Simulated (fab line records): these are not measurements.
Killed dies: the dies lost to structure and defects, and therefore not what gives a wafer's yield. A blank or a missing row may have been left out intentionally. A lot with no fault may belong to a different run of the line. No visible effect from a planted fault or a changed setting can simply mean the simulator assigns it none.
fab line records | flow ritCmos
record lots=14 wafers=42 lastDay=8
route steps=202 shown FOX2@23 NWELL@37 NRETRO@63 M1@202
lots that met no fault: from a run of the same line without faults
startH: start of the lot's first displayed wafer, in hours after the record's first day | waitH: hours since the lot's step before | " as in the row above | L1.1+2: a row that stands for several wafers | - no value, or no start was given | * or withheld: withheld | < > ~ a bound
route shown NAME@n: names a module that has steps shown in the file, with the first one's number in the route | usual: average and standard deviation across the fault-free wafers | same: alike in all rows | chamber/n: place in a boat | sites: each site's reading | _std_site: their standard deviation | _edge_site: mean of outer sites minus mean of inner sites | radiusMm: how far each site lies from the wafer's centre | mask NAME#n: copy n | behind: the tool/chamber that last shaped the wafer | hold: why the lot went on hold/how many hours it stayed there/how the hold came to an end | device: the transistor (n, p or np) that didn't switch | end of line: at the end of the route, the tests of the same wafers | a step given without rows: its recipe and nothing more | killed: count of dies lost to structure and defects at first sort (not the wafer's yield) | map: per-die view of a wafer (x killed, . not killed, _ where there is no die)
set.NAME: the setting that was run; set.NAME@STEP: the one run at that earlier step | model.NAME: the simulator's own value behind a step, which no gauge read
the route's steps for a sample of lots (tables are steps, rows are wafers)
services: from which hour (startH, from the record's first day; less than 0 if before it) a tool's chamber was out of use, for how many hours, and why
## steps
# step RIT_FOX2_OXIDATION_00
# recipe tempC=1100 ambient=H2O targetThkA=3507 pH2oTorr=720 oxTimeS=1130
# usual spikeTcCentreC=1101.6/1.2 spikeTcLoadC=1125.6/1.5 spikeTcSourceC=1126.4/1.2 tubeCenterTempC=1100/0.1 tube_center_temp_C_max=1102.8/0.45
# columns lot.wafer tool chamber startH waitH spikeTcCentreC spikeTcLoadC spikeTcSourceC tubeCenterTempC tube_center_temp_C_max
L294.2 furnace-03 0 18.55 0.2 1101.0 1127.0 1129.2 1099.9 1102.5
L294.3 " 0 " " 1102.1 1125.0 1127.0 1100.1 1102.3
L294.5 " 0 " " 1102.5 1127.6 1128.4 1099.9 1103.0
L296.1 furnace-02 0 27.82 0.0 1101.3 1123.0 1126.7 1099.9 1103.5
L296.2 " 0 " " 1100.8 1124.5 1126.7 1099.8 1102.5
L296.6 " 0 " " 1103.4 1124.1 1125.7 1100.1 1103.9
L297.2 furnace-03 0 32.01 0.0 1102.9 1128.2 1128.0 1100 1103.4
L297.4 " 0 " " 1102.6 1127.0 1128.1 1100 1103.0
L297.6 " 0 " " 1102.3 1127.7 1127.7 1100.1 1102.4
L298.2 furnace-02 0 38.13 1.0 1099.9 1124.5 1126.0 1099.9 1102.0
L298.3 " 0 " " 1103.3 1125.5 1127.4 1100 1102.5
L298.5 " 0 " " 1101.9 1123.3 1125.7 1100.1 1103.3
L300.1 furnace-04 0 48.19 0.5 1104.9 1127.3 1125.8 1100 1102.9
L300.4 " 0 " " 1101.7 1126.1 1128.9 1100 1102.4
L300.6 " 0 " " 1102.7 1124.4 1124.6 1100 1102.5
L301.2 furnace-02 0 55.20 0.0 1101.1 1122.0 1126.4 1100.1 1103.3
L301.3 " 0 " " 1100.8 1122.7 1126.6 1100 1103.1
L301.4 " 0 " " 1100.3 1126.9 1126.9 1100 1102.5
L302.1 furnace-04 0 59.80 0.0 1102.6 1126.5 1126.0 1099.8 1102.8
L302.2 " 0 " " 1103.9 1125.2 1125.7 1100 1103.1
L302.5 " 0 " " 1103.3 1126.4 1126.2 1100 1102.3
L303.2 furnace-04 0 62.61 0.0 1103.2 1126.2 1125.2 1100 1103.3
L303.4 " 0 " " 1103.1 1124.2 1126.0 1099.9 1102.3
L303.5 " 0 " " 1104.5 1126.8 1125.5 1099.8 1102.5
L304.1 furnace-02 0 67.55 0.0 1101.9 1125.6 1127.1 1099.9 1103.2
L304.2 " 0 " " 1100.7 1124.7 1125.8 1100 1102.7
L304.3 " 0 " " 1100.8 1125.1 1125.1 1099.9 1102.2
L305.2 furnace-02 0 72.30 0.0 1100.2 1123.8 1125.5 1099.9 1102.3
L305.4 " 0 " " 1101.7 1125.6 1126.4 1099.9 1102.5
L305.5 " 0 " " 1100.9 1123.4 1125.7 1099.9 1102.3
L306.2 furnace-03 0 78.21 0.6 1102.6 1126.2 1127.8 1100.1 1102.3
L306.4 " 0 " " 1103.5 1128.2 1126.9 1099.8 1103.1
L306.6 " 0 " " 1100.8 1127.0 1129.6 1099.8 1102.7
L307.1 furnace-02 0 83.15 0.9 1112.3 1134.1 1137.1 1109.3 1111.8
L307.3 " 0 " " 1109.3 1134.1 1137.4 1109.5 1112.1
L307.4 " 0 " " 1110.5 1135.9 1135.7 1109.5 1111.9
L309.1 furnace-02 0 93.55 0.0 1108.9 1135.2 1134.7 1109.5 1112.0
L309.5 " 0 " " 1110.8 1133.2 1136.3 1109.3 1111.9
L309.6 " 0 " " 1112.2 1134.6 1136.6 1109.2 1112.9
L317.1 furnace-03 0 136.60 1.3 1101.4 1128.5 1127.3 1099.9 1103.2
L317.2 " 0 " " 1102.2 1128.0 1127.2 1099.9 1102.6
L317.3 " 0 " " 1102.7 1126.5 1127.5 1100.1 1102.5
# step RIT_NWELL_STRIP_09
# recipe chemistry=O2 timeS=180 resist=NOVOLAK platenTempC=withheld powerW=500 pressureMtorr=4000 o2FlowSccm=4000
# usual drypumpMotorCurrentA=6.0/0.51
# columns lot.wafer tool chamber startH waitH drypumpMotorCurrentA rfHoursCounterH
L294.2 plasmaAsher-04 0 22.26 0.1 6.6 44
L294.3 " 1 " " 5.2 -
L294.5 " 1 " " 5.2 -
L296.1 plasmaAsher-04 0 33.16 0.1 6.6 45
L296.2 " 1 " " 5.2 45
L296.6 " 0 " " 6.6 -
L297.2 plasmaAsher-02 1 35.63 0.1 6.5 23
L297.4 " 0 " " 5.4 -
L297.6 " 0 " " 5.4 -
L298.2 plasmaAsher-02 1 41.74 0.1 6.5 23
L298.3 " 1 " " 6.5 -
L298.5 " 1 " " 6.5 -
L300.1 plasmaAsher-01 1 51.82 0.1 6.3 45
L300.4 " 1 " " 6.3 -
L300.6 " 0 " " 5.7 -
L301.2 plasmaAsher-04 0 59.84 0.1 6.6 47
L301.3 " 1 " " 5.2 -
L301.4 " 0 " " 6.6 -
L302.1 plasmaAsher-01 0 64.30 0.1 5.8 47
L302.2 " 1 " " 6.3 47
L302.5 " 0 " " 5.8 -
L303.2 plasmaAsher-04 0 66.18 0.1 6.6 48
L303.4 " 1 " " 5.2 -
L303.5 " 1 " " 5.2 -
L304.1 plasmaAsher-02 1 71.19 0.1 6.5 26
L304.2 " 0 " " 5.4 26
L304.3 " 1 " " 6.5 -
L305.2 plasmaAsher-01 1 75.86 0.1 6.3 48
L305.4 " 1 " " 6.3 -
L305.5 " 0 " " 5.7 -
L306.2 plasmaAsher-02 0 81.78 0.1 5.4 27
L306.4 " 0 " " 5.4 -
L306.6 " 1 " " 6.5 -
L307.1 plasmaAsher-01 0 86.72 0.1 5.8 49
L307.3 " 1 " " 6.3 -
L307.4 " 0 " " 5.7 -
L309.1 plasmaAsher-04 0 97.40 0.1 6.7 52
L309.5 " 1 " " 5.2 -
L309.6 " 0 " " 6.6 -
L317.1 plasmaAsher-01 1 140.17 0.1 6.3 55
L317.2 " 0 " " 5.7 55
L317.3 " 0 " " 5.7 -
# step RIT_WELLDRIVE_RS_MEAS_01
# recipe thkMeasGauge=four-point-probe
# usual NWELL_RS=275.4/0.67
# columns lot.wafer tool chamber startH waitH NWELL_RS[ohm/sq]
L294.2 filmMetro-04 - 29.33 0.0 274.9
L294.3 " - " " 275.5
L294.5 " - " " 274.3
L296.1 filmMetro-02 - 40.07 0.0 275.1
L296.2 " - " " 275.0
L296.6 " - " " 276.6
L297.2 filmMetro-01 - 43.55 0.0 275.7
L297.4 " - " " 274.6
L297.6 " - " " 275.6
L298.2 filmMetro-04 - 48.85 0.0 275.9
L298.3 " - " " 275.8
L298.5 " - " " 275.2
L300.1 filmMetro-02 - 58.69 0.0 276.7
L300.4 " - " " 276.5
L300.6 " - " " 276.1
L301.2 filmMetro-02 - 66.73 0.0 275.6
L301.3 " - " " 275.0
L301.4 " - " " 275.2
L302.1 filmMetro-02 - 71.79 0.0 276.1
L302.2 " - " " 275.8
L302.5 " - " " 276.3
L303.2 filmMetro-01 - 73.19 0.0 275.3
L303.4 " - " " 275.6
L303.5 " - " " 274.8
L304.1 filmMetro-01 - 78.21 0.0 275.2
L304.2 " - " " 275.8
L304.3 " - " " 275.7
L305.2 filmMetro-04 - 84.03 0.0 275.5
L305.4 " - " " 275.9
L305.5 " - " " 275.4
L306.2 filmMetro-04 - 88.74 0.0 274.3
L306.4 " - " " 274.5
L306.6 " - " " 275.3
L307.1 filmMetro-04 - 93.81 0.0 276.5
L307.3 " - " " 275.5
L307.4 " - " " 275.6
L309.1 filmMetro-01 - 105.00 0.0 275.3
L309.5 " - " " 275.2
L309.6 " - " " 275.4
L317.1 filmMetro-04 - 150.37 0.0 276.0
L317.2 " - " " 275.7
L317.3 " - " " 274.5
# step RIT_NRETRO_TW_MEAS_10
# usual NRETRO_TW=1055/13
# columns lot.wafer tool chamber startH waitH NRETRO_TW
L294.2 filmMetro-01 - 33.04 0.1 1061
L294.3 " - " " 1060
L294.5 " - " " 1058
L296.1 filmMetro-03 - 41.80 0.1 1065
L296.2 " - " " 1056
L296.6 " - " " 1061
L297.2 filmMetro-04 - 45.29 0.1 1038
L297.4 " - " " 1034
L297.6 " - " " 1041
L298.2 filmMetro-03 - 50.70 0.1 1070
L298.3 " - " " 1069
L298.5 " - " " 1070
L300.1 filmMetro-04 - 60.78 0.1 1032
L300.4 " - " " 1033
L300.6 " - " " 1034
L301.2 filmMetro-03 - 68.46 0.1 1064
L301.3 " - " " 1065
L301.4 " - " " 1070
L302.1 filmMetro-03 - 73.53 0.1 1055
L302.2 " - " " 1063
L302.5 " - " " 1060
L303.2 filmMetro-01 - 75.04 0.1 1072
L303.4 " - " " 1069
L303.5 " - " " 1067
L304.1 filmMetro-01 - 79.94 0.1 1064
L304.2 " - " " 1063
L304.3 " - " " 1063
L305.2 filmMetro-03 - 85.88 0.1 1059
L305.4 " - " " 1054
L305.5 " - " " 1060
L306.2 filmMetro-04 - 90.59 0.1 1036
L306.4 " - " " 1031
L306.6 " - " " 1036
L307.1 filmMetro-01 - 95.54 0.1 1063
L307.3 " - " " 1067
L307.4 " - " " 1069
L309.1 filmMetro-03 - 106.73 0.1 1057
L309.5 " - " " 1059
L309.6 " - " " 1064
L317.1 filmMetro-01 - 152.26 0.1 1068
L317.2 " - " " 1061
L317.3 " - " " 1065
# step RIT_M1_PROBE_99
# usual killed_at_M0_to_M3=0.0/0.14 killedAtContacts=0.1/0.3 killedAtFrontEnd=6.5/2.9 killedDies=6.6/3 killedOpen=3.3/2 killedShort=3.3/1.9
# same grossDies=264 killed_at_M4_up=0 killedAtBackSide=0 killedAtOther=0
# columns lot.wafer tool chamber startH waitH killed_at_M0_to_M3 killedAtContacts killedAtFrontEnd killedDies killedOpen killedShort
L294.2 prober-01 - 63.72 0.1 0 0 6 6 1 5
L294.3 prober-01 - 63.77 0.2 0 0 4 4 3 1
L294.5 prober-01 - 63.87 0.2 0 1 6 7 4 3
L296.1 prober-01 - 70.48 0.1 0 0 6 6 4 2
L296.2 prober-01 - 70.53 0.1 0 0 5 5 1 4
L296.6 prober-01 - 70.73 0.2 0 0 9 9 3 6
L297.2 prober-02 - 75.02 0.1 0 0 5 5 4 1
L297.4 prober-02 - 75.12 0.2 0 0 11 11 4 7
L297.6 prober-02 - 75.22 0.2 0 0 14 14 8 6
L298.2 prober-01 - 79.10 0.1 0 0 6 6 5 1
L298.3 prober-01 - 79.15 0.2 0 1 5 6 2 4
L298.5 prober-01 - 79.25 0.2 0 1 9 10 5 5
L300.1 prober-01 - 86.64 0.1 0 0 10 10 7 3
L300.4 prober-01 - 86.79 0.2 0 0 5 5 3 2
L300.6 prober-01 - 86.89 0.2 0 0 9 9 4 5
L302.1 prober-01 - 99.99 0.1 0 0 9 9 3 6
L302.2 prober-01 - 100.04 0.1 0 0 5 5 4 1
L302.5 prober-01 - 100.19 0.2 0 0 11 11 4 7
L301.2 prober-02 - 100.04 0.1 0 0 7 7 2 5
L301.3 prober-02 - 100.09 0.2 0 0 7 7 3 4
L301.4 prober-02 - 100.14 0.2 0 0 7 7 3 4
L303.2 prober-02 - 104.17 0.1 0 0 4 4 1 3
L303.4 prober-02 - 104.27 0.2 0 0 2 2 2 0
L303.5 prober-02 - 104.31 0.2 0 0 4 4 2 2
L304.1 prober-01 - 106.62 0.1 0 0 1 1 0 1
L304.2 prober-01 - 106.67 0.1 0 0 7 7 7 0
L304.3 prober-01 - 106.72 0.2 0 0 0 0 0 0
L305.2 prober-02 - 113.71 0.1 0 0 8 8 3 5
L305.4 prober-02 - 113.81 0.2 0 0 5 5 4 1
L305.5 prober-02 - 113.86 0.2 0 0 4 4 1 3
L306.2 prober-01 - 116.43 0.1 0 0 2 2 1 1
L306.4 prober-01 - 116.53 0.2 0 0 5 5 3 2
L306.6 prober-01 - 116.63 0.2 0 0 12 12 7 5
L307.1 prober-02 - 123.16 0.1 0 0 4 4 1 3
L307.3 prober-02 - 123.26 0.2 1 1 7 9 6 3
L307.4 prober-02 - 123.31 0.2 0 0 3 3 2 1
L309.1 prober-02 - 136.72 0.1 0 0 8 8 4 4
L309.5 prober-02 - 136.92 0.2 0 0 7 7 3 4
L309.6 prober-02 - 136.97 0.2 0 0 15 15 7 8
L317.1 prober-02 - 184.11 0.1 0 0 5 5 0 5
L317.2 prober-02 - 184.16 0.1 0 1 3 4 2 2
L317.3 prober-02 - 184.21 0.2 0 0 6 6 2 4
# killed by level:class
L294.2 GATE:geometricParticle:short=4 FOX1:geometricParticle:short=1 GATE:geometricParticle:open=1
L294.3 FOX1:geometricParticle:open=3 GATE:geometricParticle:short=1
L294.5 FOX1:geometricParticle:open=2 GATE:geometricParticle:short=1 SPACER:geometricParticle:open=1 SPACER:geometricParticle:short=1 SILICIDE:geometricParticle:open=1 CONTACT:geometricParticle:short=1
L296.1 SPACER:geometricParticle:open=2 GATE:geometricParticle:open=1 GATE:geometricParticle:short=1 SILICIDE:geometricParticle:open=1 SILICIDE:geometricParticle:short=1
L296.2 SPACER:geometricParticle:short=2 FOX2:geometricParticle:short=1 SPACER:geometricParticle:open=1 SILICIDE:geometricParticle:short=1
L296.6 GATE:geometricParticle:short=3 FOX2:geometricParticle:short=1 FOX2:geometricParticle:open=1 GATE:geometricParticle:open=1 REOX:geometricParticle:short=1 SPACER:geometricParticle:short=1 SILICIDE:geometricParticle:open=1
L297.2 SPACER:geometricParticle:open=2 GATE:geometricParticle:open=1 SILICIDE:geometricParticle:open=1 SILICIDE:geometricParticle:short=1
L297.4 GATE:geometricParticle:short=3 FOX1:geometricParticle:short=2 GATE:geometricParticle:open=2 FOX1:geometricParticle:open=1 FOX2:geometricParticle:open=1 SPACER:geometricParticle:short=1 SILICIDE:geometricParticle:short=1
L297.6 GATE:geometricParticle:open=3 GATE:geometricParticle:short=2 REOX:geometricParticle:short=2 REOX:geometricParticle:open=2 SPACER:geometricParticle:open=2 FOX1:geometricParticle:short=1 SPACER:geometricParticle:short=1 SILICIDE:geometricParticle:open=1
L298.2 FOX1:geometricParticle:open=3 SILICIDE:geometricParticle:open=2 FOX2:geometricParticle:short=1
L298.3 FOX1:geometricParticle:short=1 GATE:geometricParticle:short=1 GATE:geometricParticle:open=1 SPACER:geometricParticle:open=1 SPACER:geometricParticle:short=1 CONTACT:geometricParticle:short=1
L298.5 FOX1:geometricParticle:open=2 GATE:geometricParticle:open=2 GATE:geometricParticle:short=2 SPACER:geometricParticle:short=1 SPACER:geometricParticle:open=1 SILICIDE:geometricParticle:short=1 CONTACT:geometricParticle:short=1
L300.1 FOX1:geometricParticle:short=2 FOX1:geometricParticle:open=2 SILICIDE:geometricParticle:open=2 FOX2:geometricParticle:open=1 GATE:geometricParticle:open=1 SPACER:geometricParticle:short=1 SPACER:geometricParticle:open=1
L300.4 GATE:geometricParticle:open=2 ACTIVE:geometricParticle:short=1 SILICIDE:geometricParticle:open=1 SILICIDE:geometricParticle:short=1
L300.6 FOX2:geometricParticle:open=2 FOX2:geometricParticle:short=2 SPACER:geometricParticle:short=2 FOX1:geometricParticle:open=1 SPACER:geometricParticle:open=1 SILICIDE:geometricParticle:short=1
L302.1 GATE:geometricParticle:short=2 REOX:geometricParticle:short=2 FOX1:geometricParticle:open=1 FOX2:geometricParticle:short=1 REOX:geometricParticle:open=1 SPACER:geometricParticle:open=1 SILICIDE:geometricParticle:short=1
L301.2 GATE:geometricParticle:short=4 REOX:geometricParticle:open=1 REOX:geometricParticle:short=1 SILICIDE:geometricParticle:open=1
L302.2 SPACER:geometricParticle:open=2 FOX1:geometricParticle:open=1 GATE:geometricParticle:open=1 GATE:geometricParticle:short=1
L301.3 GATE:geometricParticle:short=3 GATE:geometricParticle:open=2 FOX2:geometricParticle:open=1 FOX2:geometricParticle:short=1
L301.4 GATE:geometricParticle:short=3 GATE:geometricParticle:open=3 SILICIDE:geometricParticle:short=1
L302.5 FOX1:geometricParticle:short=3 GATE:geometricParticle:short=2 FOX1:geometricParticle:open=1 FOX2:geometricParticle:open=1 FOX2:geometricParticle:short=1 GATE:geometricParticle:open=1 REOX:geometricParticle:open=1 SILICIDE:geometricParticle:short=1
L303.2 GATE:geometricParticle:short=2 FOX2:geometricParticle:short=1 GATE:geometricParticle:open=1
L303.4 FOX1:geometricParticle:open=1 GATE:geometricParticle:open=1
L303.5 SILICIDE:geometricParticle:short=2 REOX:geometricParticle:open=1 SPACER:geometricParticle:open=1
L304.1 FOX2:geometricParticle:short=1
L304.2 REOX:geometricParticle:open=4 GATE:geometricParticle:open=1 SPACER:geometricParticle:open=1 SILICIDE:geometricParticle:open=1
L305.2 GATE:geometricParticle:short=2 FOX2:geometricParticle:short=1 FOX2:geometricParticle:open=1 GATE:geometricParticle:open=1 REOX:geometricParticle:short=1 SPACER:geometricParticle:open=1 SPACER:geometricParticle:short=1
L305.4 FOX1:geometricParticle:short=1 FOX2:geometricParticle:open=1 GATE:geometricParticle:open=1 REOX:geometricParticle:open=1 SILICIDE:geometricParticle:open=1
L305.5 FOX2:geometricParticle:short=2 FOX2:geometricParticle:open=1 SPACER:geometricParticle:short=1
L306.2 FOX1:geometricParticle:short=1 GATE:geometricParticle:open=1
L306.4 GATE:geometricParticle:open=2 FOX1:geometricParticle:short=1 REOX:geometricParticle:open=1 SPACER:geometricParticle:short=1
L306.6 REOX:geometricParticle:open=4 GATE:geometricParticle:short=2 FOX1:geometricParticle:short=1 FOX1:geometricParticle:open=1 GATE:geometricParticle:open=1 SPACER:geometricParticle:short=1 SILICIDE:geometricParticle:open=1 SILICIDE:geometricParticle:short=1
L307.1 FOX1:geometricParticle:short=1 FOX2:geometricParticle:short=1 GATE:geometricParticle:short=1 GATE:geometricParticle:open=1
L307.3 GATE:geometricParticle:open=4 FOX1:geometricParticle:short=1 SPACER:geometricParticle:open=1 SPACER:geometricParticle:short=1 CONTACT:geometricParticle:open=1 M1:geometricParticle:short=1
L307.4 GATE:geometricParticle:short=1 GATE:geometricParticle:open=1 SPACER:geometricParticle:open=1
L309.1 REOX:geometricParticle:short=4 GATE:geometricParticle:open=2 FOX1:geometricParticle:open=1 REOX:geometricParticle:open=1
L309.5 REOX:geometricParticle:open=2 FOX1:geometricParticle:short=1 FOX2:geometricParticle:open=1 FOX2:geometricParticle:short=1 GATE:geometricParticle:short=1 SPACER:geometricParticle:short=1
L309.6 FOX2:geometricParticle:open=3 GATE:geometricParticle:short=3 FOX1:geometricParticle:short=2 REOX:geometricParticle:short=2 FOX1:geometricParticle:open=1 FOX2:geometricParticle:short=1 GATE:geometricParticle:open=1 REOX:geometricParticle:open=1
L317.1 GATE:geometricParticle:short=2 REOX:geometricParticle:short=2 SPACER:geometricParticle:short=1
L317.2 GATE:geometricParticle:short=1 REOX:geometricParticle:open=1 SILICIDE:geometricParticle:open=1 CONTACT:geometricParticle:short=1
L317.3 GATE:geometricParticle:open=2 GATE:geometricParticle:short=2 ACTIVE:geometricParticle:short=1 REOX:geometricParticle:short=1
## services
# columns tool chamber startH hours kind
furnace-04 - 3.44 3.7 pm
furnace-04 - 7.16 15.1 pm
furnace-03 - 27.02 3.2 pm
furnace-02 - 76.75 4.0 pm
furnace-04 - 88.56 78.9 pm
plasmaAsher-04 - 108.75 9.0 pm
plasmaAsher-04 0 108.75 9.0 ventCycle
plasmaAsher-04 1 108.75 9.0 ventCycle
plasmaAsher-04 0 117.75 - clean
plasmaAsher-04 1 117.75 - clean
## key
firstSign step=RIT_FOX2_OXIDATION_00 reading=tubeCenterTempC direction=up sigmas=85 usual=* struck=*
effect step=RIT_FOX2_OXIDATION_00 reading=tube_center_temp_C_max direction=up sigmas=21 usual=* struck=*
metAt RIT_FOX2_OXIDATION_00
struckLots L307,L309
testerLeftOut L307,L309
notActingAt RIT_NWELL_STRIP_09,RIT_WELLDRIVE_RS_MEAS_01,RIT_NRETRO_TW_MEAS_10
onsetBetween 72.30 83.15
fault kind=processParameterDrift tool=furnace-02 chamber=- onsetH=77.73 steps=RIT_FOX2_OXIDATION_00 channel=tempC offset=* shape=step endH=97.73 actsIn=* stated=*
# testerLeftOut: of these lots the tester's yield and bins aren't shown, on N5 and GAA mostly nor the transistor test; their killed dies are dies lost to structure and defects alone, not to doping, threshold or leakage, so they don't give the yield
